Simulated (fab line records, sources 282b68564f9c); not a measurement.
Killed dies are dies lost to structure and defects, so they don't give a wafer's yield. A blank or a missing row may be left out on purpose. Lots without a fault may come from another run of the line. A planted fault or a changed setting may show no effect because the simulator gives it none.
Problem report in the 8D (eight disciplines) form, filled by code | flow rit_cmos | the parts of the form that need people (team, actions taken, sign-off) are left out

1. THE PROBLEM
heater_power_total_W at RIT_M1_HARDBAKE_11 reads a mean of 51.63 W on 6 wafers of 2 lots; wafers without a fault read 52.03 W with a standard deviation of 0.063. That is -6.3 standard deviations from the usual mean.
The step: time 120 s.
First seen on wafer L231.2, day 5 01:22, on litho_track-02. The record holds 42 wafers of 14 lots with a number at this step. Rule for "out", or "out of limits": more than 4 standard deviations from the usual mean. The other wafers with a number count as sound.

2. WHAT IT IS AND WHAT IT IS NOT
question                    | is                                 | is not
which readings at this step | heater_power_total_W, plate_temp_C | -
which lots                  | L231, L235                         | L224, L225, L226, L229, L230, L232, L233, L240, L242, L243, L244, L245
which wafers of those lots  | all that have a number             | -
read on which tools         | litho_track-02                     | litho_track-03, litho_track-04
when                        | from day 5 01:22                   | up to then (15 sound wafers); but 21 sound wafers of L232, L233, L240, L242, L243, L244, L245 came after

3. SUSPECTS, AND WHAT RULES EACH OUT
Counting: a tool at a process step up to the reading stays a suspect if it ran every lot that is out and no sound lot after the first of them.
- litho_track-02 at RIT_M1_HARDBAKE_11 (time 120 s): kept. It ran every lot that is out, first L231 (day 5 01:22), and no sound lot after that; its last sound lot up to then is L230 (day 4 23:23). Its own readings are out on those wafers: heater_power_total_W, plate_temp_C.
Left after counting: litho_track-02 at RIT_M1_HARDBAKE_11.

4. THE CAUSE (what the simulator had put in)
Process parameter drift: litho_track-02, from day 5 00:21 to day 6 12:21, at RIT_M1_HARDBAKE_11. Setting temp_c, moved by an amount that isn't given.
Counting left only this tool.

5. THE CHAIN OF EFFECTS, in route order
Each row: a reading whose mean over the struck wafers that have a number lies more than 3 standard deviations from the usual. Only readings for which the record gives a usual standard deviation are gone through. hours: the time from each lot's start at the first step in this table that gives one to its start at this step, as a median over the lots. sigmas: the change in usual standard deviations.
hours | step               | reading              | usual    | on struck wafers | change | sigmas
0     | RIT_M1_HARDBAKE_11 | heater_power_total_W | 52.03 W  | 51.63            | -0.40  | -6.3
0     | RIT_M1_HARDBAKE_11 | plate_temp_C         | 140.00 C | 139.22           | -0.78  | -5.5
The process steps in it:
- RIT_M1_HARDBAKE_11: time 120 s.

6. WHAT WOULD HAVE CAUGHT IT SOONER
In this record the first reading out of limits was taken at day 5 01:22, 1 hour after the fault began at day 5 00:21.
